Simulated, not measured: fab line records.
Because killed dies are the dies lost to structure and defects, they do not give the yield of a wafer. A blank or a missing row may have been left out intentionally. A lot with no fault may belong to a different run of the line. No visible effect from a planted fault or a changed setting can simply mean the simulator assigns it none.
fab line records	flow ritCmos
[record] lots = 14	wafers = 42	lastDay = 7
route steps=202 shown GATE@95 M1@202
lots that met no fault: from a run of the same line without faults
startH: the number of hours between the record's first day and the start of the first shown wafer of the lot	waitH: time in hours since the lot's previous step	" repeats the value in the row above	L1.1+2: one row covering several wafers at once	- no value present, or no start provided	* or withheld: withheld	< > ~ a bound
route shown NAME@n: NAME is a module with steps in the file, n the number in the route of the first one	usual: mean/standard deviation of fault-free wafers	same: alike in all rows	chamber/n: place in a boat	sites: each site's reading	_std_site: how widely they spread, as a standard deviation	_edge_site: the outer-site mean with the inner-site mean subtracted	radiusMm: how far each site lies from the wafer's centre	mask NAME#n: copy n	behind: the most recent tool/chamber to have shaped the wafer	hold: what put the lot on hold/how long, in hours/how the hold closed	device: names the non-switching transistor (n, p or np)	end of line: the route-end tests of the same wafers	where a step has no rows: the recipe by itself	killed: dies lost to structure and defects at the first sort, not the wafer's yield	map: a wafer's dies, x killed, . not, _ none there
set.NAME: the setting that was run; set.NAME@STEP: the one run at that earlier step	model.NAME: the simulator's own value behind a step, which no gauge read
steps of the route over a sample of lots; a table a step, a row a wafer
services: when a tool's chamber went out of use (startH, in hours from the record's first day, below 0 if earlier), for how many hours, and the reason
[[steps]]
[step RIT_GATE_ETCH_19]
[recipe] chemistry = SF6/CHF3/O2	timeS = 165	SF6_flow_sccm = 30	CHF3_flow_sccm = 30	O2_flow_sccm = 5	target = poly-Si	pressureMtorr = 40	rfW = 160	targetDepthA = 3125	overEtchFrac = 0.25	stopOn = SiO2
[usual] drypumpMotorCurrentA = 5.5/0.41	oesProductAu = 0.844/0.01	overEtchFrac = 0.25/0	throttleValvePct = 10.23/0.15
lot.wafer	tool	chamber	startH	waitH	drypumpMotorCurrentA	oesProductAu	overEtchFrac	rfHoursCounterH	throttleValvePct
L845.2	rieSi-01	3	36.33	0.1	5.7	0.841	0.25	160	10.18
L845.4	"	2	"	"	5.7	0.841	0.25	65	10.46
L845.5	"	2	"	"	5.7	0.860	0.25	-	10.47
L846.1	rieSi-02	1	41.30	0.1	5.9	0.848	0.25	52	9.98
L846.2	"	0	"	"	6.3	0.834	0.25	106	10.33
L846.4	"	3	"	"	5.1	0.830	0.25	101	10.34
L847.1	rieSi-01	1	47.74	0.1	5.5	0.851	0.25	0	10.07
L847.2	"	0	"	"	5.4	0.852	0.25	44	10.29
L847.4	"	3	"	"	5.7	0.859	0.25	160	10.18
L848.1	rieSi-02	2	52.92	0.1	4.9	0.826	0.25	9	10.18
L848.3	"	1	"	"	5.9	0.853	0.25	52	9.97
L848.5	"	0	"	"	6.3	0.841	0.25	-	10.32
L849.1	rieSi-01	0	58.72	0.1	5.4	0.856	0.25	44	10.29
L849.3	"	3	"	"	5.6	0.853	0.25	160	10.18
L849.6	"	3	"	"	5.6	0.855	0.25	-	10.17
L851.1	rieSi-01	1	66.75	0.1	5.5	0.851	0.25	0	10.07
L851.2	"	0	"	"	5.4	0.852	0.25	44	10.30
L851.4	"	2	"	"	5.7	0.864	0.25	-	10.46
L853.1	rieSi-01	0	77.54	0.1	5.4	0.862	0.25	44	10.29
L853.2	"	2	"	"	5.7	0.857	0.25	66	10.48
L853.4	"	2	"	"	5.7	0.849	0.25	-	10.47
L855.1	rieSi-01	2	87.66	0.1	5.8	0.842	0.25	66	10.48
L855.3	"	1	"	"	5.5	0.845	0.25	1	10.06
L855.4	"	3	"	"	5.6	0.832	0.25	0	10.18
L857.1	rieSi-01	3	96.98	0.1	5.7	0.756	0.47817	0	10.19
L857.5	"	0	"	"	5.4	0.750	0.47817	-	10.28
L857.6	"	1	"	"	5.5	0.751	0.47817	-	10.07
L859.3	rieSi-01	2	108.68	0.1	5.7	0.755	0.47817	66	10.48
L859.4	"	3	"	"	5.7	0.753	0.47817	0	10.19
L859.6	"	2	"	"	5.7	0.771	0.47817	-	10.47
L862.2	rieSi-02	2	123.47	0.1	4.9	0.830	0.25	10	10.19
L862.5	"	2	"	"	4.9	0.832	0.25	-	10.20
L862.6	"	1	"	"	5.9	0.849	0.25	-	9.98
L864.1	rieSi-02	3	133.09	0.1	5.1	0.834	0.25	102	10.33
L864.3	"	0	"	"	6.3	0.837	0.25	107	10.32
L864.6	"	2	"	"	4.9	0.832	0.25	-	10.20
L866.1	rieSi-02	2	143.88	0.1	4.9	0.835	0.25	10	10.19
L866.4	"	3	"	"	5.0	0.834	0.25	102	10.32
L866.6	"	3	"	"	5.1	0.835	0.25	-	10.33
L868.2	rieSi-02	1	158.27	0.1	5.9	0.856	0.25	53	9.99
L868.5	"	2	"	"	4.9	0.844	0.25	-	10.20
L868.6	"	1	"	"	5.9	0.850	0.25	-	9.99
[step RIT_M1_PROBE_99]
[usual] killed_at_M0_to_M3 = 0.0/0.19	killedAtContacts = 0.1/0.27	killedAtFrontEnd = 6.4/2.9	killedDies = 6.5/3	killedOnRim = 1.6/1.4	killedOpen = 3.3/1.9	killedShort = 3.2/1.7
[same] grossDies = 264	killed_at_M4_up = 0	killedAtBackSide = 0	killedAtOther = 0
lot.wafer	tool	chamber	startH	waitH	killed_at_M0_to_M3	killedAtContacts	killedAtFrontEnd	killedDies	killedOnRim	killedOpen	killedShort
L845.2	prober-02	-	57.08	0.1	0	0	2	2	1	0	2
L845.4	prober-02	-	57.18	0.2	0	0	3	3	1	1	2
L845.5	prober-02	-	57.23	0.2	0	0	8	8	0	4	4
L846.1	prober-01	-	63.60	0.1	0	0	4	4	1	4	0
L846.2	prober-01	-	63.65	0.1	0	0	11	11	3	5	6
L846.4	prober-01	-	63.75	0.2	0	0	7	7	2	5	2
L847.1	prober-02	-	68.58	0.1	0	0	3	3	0	0	3
L847.2	prober-02	-	68.63	0.1	0	0	10	10	1	7	3
L847.4	prober-02	-	68.73	0.2	0	0	9	9	0	4	5
L848.1	prober-01	-	73.49	0.1	0	0	8	8	2	6	2
L848.3	prober-01	-	73.59	0.2	0	1	3	4	1	4	0
L848.5	prober-01	-	73.69	0.2	0	0	3	3	2	1	2
L849.1	prober-02	-	80.38	0.1	0	0	7	7	2	3	4
L849.3	prober-02	-	80.48	0.2	0	0	4	4	1	1	3
L849.6	prober-02	-	80.63	0.2	0	0	7	7	1	3	4
L851.1	prober-02	-	87.26	0.1	0	0	9	9	0	3	6
L851.2	prober-02	-	87.31	0.1	0	0	10	10	5	5	5
L851.4	prober-02	-	87.41	0.2	0	0	8	8	3	2	6
L853.1	prober-02	-	98.67	0.1	0	0	5	5	1	3	2
L853.2	prober-02	-	98.72	0.1	0	0	4	4	2	1	3
L853.4	prober-02	-	98.82	0.2	0	0	8	8	1	3	5
L855.1	prober-02	-	108.58	0.1	0	0	1	1	0	1	0
L855.3	prober-02	-	108.68	0.2	0	0	7	7	1	4	3
L855.4	prober-02	-	108.73	0.2	0	0	6	6	3	3	3
L857.1	prober-02	-	118.84	0.1	0	0	10	10	1	6	4
L857.5	prober-02	-	119.04	0.2	0	1	10	11	0	6	5
L857.6	prober-02	-	119.09	0.2	0	0	12	12	5	6	6
L862.2	prober-01	-	144.65	0.1	0	0	11	11	1	7	4
L862.5	prober-01	-	144.80	0.2	0	1	6	7	2	4	3
L862.6	prober-01	-	144.85	0.2	0	0	8	8	2	4	4
L864.1	prober-01	-	153.63	0.1	0	0	7	7	2	3	4
L864.3	prober-01	-	153.73	0.2	0	0	6	6	2	3	3
L864.6	prober-01	-	153.88	0.2	0	0	10	10	1	6	4
L866.1	prober-01	-	166.37	0.1	2	0	9	11	2	5	5
L866.4	prober-01	-	166.52	0.2	0	0	6	6	4	3	3
L866.6	prober-01	-	166.62	0.2	0	0	9	9	2	5	4
L868.2	prober-01	-	178.68	0.1	0	0	12	12	2	7	5
L868.5	prober-01	-	178.83	0.2	0	0	4	4	4	1	3
L868.6	prober-01	-	178.88	0.2	0	0	6	6	1	3	3
// killed by level:class
L845.2 SPACER:geometricParticle:short=1 SILICIDE:geometricParticle:short=1
L845.4 GATE:geometricParticle:short=1 REOX:geometricParticle:short=1 SPACER:geometricParticle:open=1
L845.5 REOX:geometricParticle:open=2 REOX:geometricParticle:short=2 FOX1:geometricParticle:open=1 FOX2:geometricParticle:short=1 GATE:geometricParticle:short=1 SILICIDE:geometricParticle:open=1
L846.1 FOX2:geometricParticle:open=2 GATE:geometricParticle:open=1 REOX:geometricParticle:open=1
L846.2 GATE:geometricParticle:short=2 GATE:geometricParticle:open=2 REOX:geometricParticle:short=2 FOX1:geometricParticle:open=1 FOX2:geometricParticle:short=1 REOX:geometricParticle:open=1 SPACER:geometricParticle:open=1 SILICIDE:geometricParticle:short=1
L846.4 GATE:geometricParticle:open=3 REOX:geometricParticle:open=2 FOX1:geometricParticle:short=1 SILICIDE:geometricParticle:short=1
L847.1 GATE:geometricParticle:short=2 REOX:geometricParticle:short=1
L847.2 GATE:geometricParticle:open=3 REOX:geometricParticle:short=2 REOX:geometricParticle:open=2 FOX2:geometricParticle:open=1 GATE:geometricParticle:short=1 SILICIDE:geometricParticle:open=1
L847.4 GATE:geometricParticle:short=3 FOX2:geometricParticle:open=2 SILICIDE:geometricParticle:short=2 REOX:geometricParticle:open=1 SILICIDE:geometricParticle:open=1
L848.1 GATE:geometricParticle:open=4 FOX1:geometricParticle:open=2 ACTIVE:geometricParticle:short=1 REOX:geometricParticle:short=1
L848.3 GATE:geometricParticle:open=2 FOX1:geometricParticle:open=1 CONTACT:geometricParticle:open=1
L848.5 GATE:geometricParticle:short=1 GATE:geometricParticle:open=1 SILICIDE:geometricParticle:short=1
L849.1 REOX:geometricParticle:short=2 FOX1:geometricParticle:open=1 GATE:geometricParticle:short=1 REOX:geometricParticle:open=1 SPACER:geometricParticle:short=1 SILICIDE:geometricParticle:open=1
L849.3 GATE:geometricParticle:short=1 REOX:geometricParticle:open=1 SPACER:geometricParticle:short=1 SILICIDE:geometricParticle:short=1
L849.6 GATE:geometricParticle:open=3 FOX2:geometricParticle:short=1 GATE:geometricParticle:short=1 REOX:geometricParticle:short=1 SILICIDE:geometricParticle:short=1
L851.1 SILICIDE:geometricParticle:short=3 GATE:geometricParticle:open=2 GATE:geometricParticle:short=2 FOX2:geometricParticle:short=1 SILICIDE:geometricParticle:open=1
L851.2 FOX1:geometricParticle:open=2 GATE:geometricParticle:open=2 GATE:geometricParticle:short=2 FOX1:geometricParticle:short=1 FOX2:geometricParticle:short=1 REOX:geometricParticle:open=1 REOX:geometricParticle:short=1
L851.4 GATE:geometricParticle:short=4 GATE:geometricParticle:open=2 SPACER:geometricParticle:short=1 SILICIDE:geometricParticle:short=1
L853.1 GATE:geometricParticle:open=1 REOX:geometricParticle:short=1 REOX:geometricParticle:open=1 SILICIDE:geometricParticle:short=1 SILICIDE:geometricParticle:open=1
L853.2 SILICIDE:geometricParticle:short=2 REOX:geometricParticle:short=1 SPACER:geometricParticle:open=1
L853.4 GATE:geometricParticle:short=3 REOX:geometricParticle:open=2 REOX:geometricParticle:short=2 GATE:geometricParticle:open=1
L855.1 GATE:geometricParticle:open=1
L855.3 GATE:geometricParticle:open=2 GATE:geometricParticle:short=2 REOX:geometricParticle:open=1 REOX:geometricParticle:short=1 SILICIDE:geometricParticle:open=1
L855.4 FOX1:geometricParticle:open=1 GATE:geometricParticle:open=1 GATE:geometricParticle:short=1 REOX:geometricParticle:short=1 SPACER:geometricParticle:short=1 SILICIDE:geometricParticle:open=1
L857.1 FOX1:geometricParticle:short=2 GATE:geometricParticle:open=2 REOX:geometricParticle:open=2 FOX1:geometricParticle:open=1 GATE:geometricParticle:short=1 REOX:geometricParticle:short=1 SPACER:geometricParticle:open=1
L857.5 FOX1:geometricParticle:open=3 GATE:geometricParticle:short=3 GATE:geometricParticle:open=1 REOX:geometricParticle:open=1 REOX:geometricParticle:short=1 SPACER:geometricParticle:short=1 CONTACT:geometricParticle:open=1
L857.6 GATE:geometricParticle:short=2 GATE:geometricParticle:open=2 SILICIDE:geometricParticle:short=2 FOX1:geometricParticle:open=1 FOX1:geometricParticle:short=1 FOX2:geometricParticle:open=1 REOX:geometricParticle:short=1 SPACER:geometricParticle:open=1
L862.2 GATE:geometricParticle:open=4 GATE:geometricParticle:short=3 REOX:geometricParticle:open=3 SPACER:geometricParticle:short=1
L862.5 SPACER:geometricParticle:open=4 SPACER:geometricParticle:short=2 CONTACT:geometricParticle:short=1
L862.6 GATE:geometricParticle:open=2 FOX1:geometricParticle:open=1 FOX1:geometricParticle:short=1 FOX2:geometricParticle:open=1 FOX2:geometricParticle:short=1 GATE:geometricParticle:short=1 SILICIDE:geometricParticle:short=1
L864.1 SPACER:geometricParticle:short=3 GATE:geometricParticle:open=2 FOX1:geometricParticle:short=1 SPACER:geometricParticle:open=1
L864.3 GATE:geometricParticle:open=3 GATE:geometricParticle:short=2 FOX2:geometricParticle:short=1
L864.6 GATE:geometricParticle:open=4 GATE:geometricParticle:short=2 FOX1:geometricParticle:short=1 FOX1:geometricParticle:open=1 FOX2:geometricParticle:short=1 SPACER:geometricParticle:open=1
L866.1 FOX2:geometricParticle:open=2 GATE:geometricParticle:short=2 FOX1:geometricParticle:open=1 FOX1:geometricParticle:short=1 FOX2:geometricParticle:short=1 GATE:geometricParticle:open=1 SPACER:geometricParticle:open=1 M1:geometricParticle:short=1
L866.4 GATE:geometricParticle:open=2 GATE:geometricParticle:short=1 REOX:geometricParticle:short=1 REOX:geometricParticle:open=1 SILICIDE:geometricParticle:short=1
L866.6 GATE:geometricParticle:open=2 GATE:geometricParticle:short=2 FOX2:geometricParticle:open=1 SPACER:geometricParticle:short=1 SPACER:geometricParticle:open=1 SILICIDE:geometricParticle:short=1 SILICIDE:geometricParticle:open=1
L868.2 FOX1:geometricParticle:open=2 GATE:geometricParticle:short=2 SILICIDE:geometricParticle:short=2 FOX2:geometricParticle:open=1 FOX2:geometricParticle:short=1 GATE:geometricParticle:open=1 REOX:geometricParticle:open=1 SPACER:geometricParticle:open=1
L868.5 FOX1:geometricParticle:short=1 FOX1:geometricParticle:open=1 GATE:geometricParticle:short=1 SILICIDE:geometricParticle:short=1
L868.6 GATE:geometricParticle:open=3 GATE:geometricParticle:short=1 REOX:geometricParticle:short=1 SPACER:geometricParticle:short=1
[[services]]
tool	chamber	startH	hours	kind
rieSi-01	2	20.32	13.3	repair
rieSi-02	-	63.42	0.7	repair
rieSi-01	3	64.73	-	clean
rieSi-01	3	64.73	20.7	scheduledDown
rieSi-01	3	64.73	20.7	ventCycle
rieSi-01	0	90.34	3.0	repair
[[key]]
[firstSign] step = RIT_GATE_ETCH_19	reading = overEtchFrac	direction = up	sigmas = 99+	usual = 0.25	struck = 0.47817
[effect] step = RIT_GATE_ETCH_19	reading = oesProductAu	direction = down	sigmas = 8.4	usual = 0.844	struck = 0.756
metAt RIT_GATE_ETCH_19
struckLots L857,L859
rowsEnd L859.3,L859.4,L859.6
testerLeftOut L857
onsetBetween 87.66 96.98
[fault] kind = processParameterDrift	tool = rieSi-01	chamber = -	onsetH = 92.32	steps = RIT_GATE_ETCH_19	channel = overEtchFrac	offset = 0.22817	shape = step	endH = 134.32	stated = 0.25
// testerLeftOut: of these lots the tester's yield and bins aren't shown, on N5 and GAA mostly nor the transistor test; their killed dies are dies lost to structure and defects alone, not to doping, threshold or leakage, so they don't give the yield
// rowsEnd: these wafers met a further fault down the route, and their rows from its step on are left out
